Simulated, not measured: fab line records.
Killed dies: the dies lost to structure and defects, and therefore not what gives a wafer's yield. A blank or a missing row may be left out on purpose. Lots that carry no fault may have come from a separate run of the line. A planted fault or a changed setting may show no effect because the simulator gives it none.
Commonality check across tools :: flow rit_cmos :: Sampled: 14 lots, 42 wafers

REASON FOR OPENING
On 2 of the 14 lots, a flag is raised at RIT_GATE_CD_MEAS_16 on the reading cd_nm. Fault-free wafers read 151.5 nm, with a standard deviation of 2.
Rule: a lot is flagged in two cases, either no wafer of it has a number, or all its wafers with numbers fall more than 4 standard deviations from that mean. The other lots count as sound.

lot: L999
measured: day 2 19:14
on: cd_sem-02
cd_nm (nm), wafer by wafer: 151.9 153.0 152.0
flag: 

lot: L101
measured: day 3 01:54
on: cd_sem-02
cd_nm (nm), wafer by wafer: 152.3 152.3 150.3
flag: 

lot: L102
measured: day 3 08:06
on: cd_sem-02
cd_nm (nm), wafer by wafer: 153.3 151.6 153.0
flag: 

lot: L103
measured: day 3 14:59
on: cd_sem-02
cd_nm (nm), wafer by wafer: 153.3 151.3 151.9
flag: 

lot: L104
measured: day 3 18:18
on: cd_sem-01
cd_nm (nm), wafer by wafer: 152.7 153.6 153.7
flag: 

lot: L105
measured: day 4 01:43
on: cd_sem-01
cd_nm (nm), wafer by wafer: 151.5 154.6 153.3
flag: 

lot: L106
measured: day 4 08:16
on: cd_sem-02
cd_nm (nm), wafer by wafer: 151.5 152.5 153.3
flag: 

lot: L107
measured: day 4 10:04
on: cd_sem-02
cd_nm (nm), wafer by wafer: 152.0 152.7 151.3
flag: 

lot: L108
measured: day 4 15:07
on: cd_sem-01
cd_nm (nm), wafer by wafer: 151.2 148.9 151.6
flag: 

lot: L109
measured: day 4 21:34
on: cd_sem-01
cd_nm (nm), wafer by wafer: 146.9 149.1 149.6
flag: 

lot: L112
measured: day 5 08:19
on: cd_sem-02
cd_nm (nm), wafer by wafer: 151.2 148.2 149.5
flag: 

lot: L113
measured: day 5 15:32
on: cd_sem-02
cd_nm (nm), wafer by wafer: 149.8 148.0 146.2
flag: 

lot: L120
measured: day 7 00:32
on: cd_sem-02
cd_nm (nm), wafer by wafer: 246.7 246.5 247.4
flag: FLAGGED

lot: L121
measured: day 7 03:47
on: cd_sem-01
cd_nm (nm), wafer by wafer: 228.6 226.0 228.5
flag: FLAGGED
The numbers of the flagged lots are 237.3 nm on average: +85.8 nm against the usual, or +43 standard deviations.

LOT BY LOT: THE TOOL USED
The record keeps 1 process step preceding the reading, out of 202 steps on the route. Cell contents, in order: the tool; ch with the chambers the sampled wafers went through; the start.
lot: L999
flag: 
RIT_GATE_EXPOSE_13: iline_stepper-01 ch 0, day 2 18:50

lot: L101
flag: 
RIT_GATE_EXPOSE_13: iline_stepper-02 ch 0, day 3 01:30

lot: L102
flag: 
RIT_GATE_EXPOSE_13: iline_stepper-01 ch 0, day 3 07:42

lot: L103
flag: 
RIT_GATE_EXPOSE_13: iline_stepper-01 ch 0, day 3 14:35

lot: L104
flag: 
RIT_GATE_EXPOSE_13: iline_stepper-02 ch 0, day 3 17:54

lot: L105
flag: 
RIT_GATE_EXPOSE_13: iline_stepper-01 ch 0, day 4 01:13

lot: L106
flag: 
RIT_GATE_EXPOSE_13: iline_stepper-02 ch 0, day 4 07:52

lot: L107
flag: 
RIT_GATE_EXPOSE_13: iline_stepper-01 ch 0, day 4 09:40

lot: L108
flag: 
RIT_GATE_EXPOSE_13: iline_stepper-02 ch 0, day 4 14:43

lot: L109
flag: 
RIT_GATE_EXPOSE_13: iline_stepper-02 ch 0, day 4 21:10

lot: L112
flag: 
RIT_GATE_EXPOSE_13: iline_stepper-02 ch 0, day 5 07:55

lot: L113
flag: 
RIT_GATE_EXPOSE_13: iline_stepper-02 ch 0, day 5 15:08

lot: L120
flag: FLAGGED
RIT_GATE_EXPOSE_13: iline_stepper-01 ch 0, day 7 00:08

lot: L121
flag: FLAGGED
RIT_GATE_EXPOSE_13: iline_stepper-01 ch 0, day 7 03:23
What these steps do:
- RIT_GATE_EXPOSE_13: exposes mask M6, target cd 150 nm.
- RIT_GATE_CD_MEAS_16: target cd 150 nm.

FLAGGED OVER TOTAL, TOOL BY TOOL (the gauges that took the reading come last)
step: RIT_GATE_EXPOSE_13
tool: iline_stepper-01
lots run: 7
flagged: 2
share of the flagged lots: all
sound lots run after its first flagged lot: 0

step: RIT_GATE_EXPOSE_13
tool: iline_stepper-02
lots run: 7
flagged: 0
share of the flagged lots: none
sound lots run after its first flagged lot: -

step: RIT_GATE_CD_MEAS_16
tool: cd_sem-01
lots run: 5
flagged: 1
share of the flagged lots: some
sound lots run after its first flagged lot: 0

step: RIT_GATE_CD_MEAS_16
tool: cd_sem-02
lots run: 9
flagged: 1
share of the flagged lots: some
sound lots run after its first flagged lot: 0

WHAT THE TABLE PERMITS
1 row of the table ran every flagged lot: iline_stepper-01 at RIT_GATE_EXPOSE_13.
- iline_stepper-01 at RIT_GATE_EXPOSE_13: 2 of its 7 lots flagged. It ran its last sound lot, L107, at day 4 09:40 and its first flagged lot, L120, at day 7 00:08: a fault with its onset between the two fits. Its own readings lie more than 4 standard deviations out on every wafer of the flagged lots: exposure_dose_mJ_cm2.
iline_stepper-01 at RIT_GATE_EXPOSE_13 is the single tool remaining.

WHAT HAD BEEN PUT IN BY THE SIMULATOR
Process parameter drift: iline_stepper-01, from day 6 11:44 on, at RIT_GATE_EXPOSE_13. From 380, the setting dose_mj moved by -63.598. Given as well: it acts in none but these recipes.
Lots struck among those shown: L120, L121. The rule above reached the same finding.
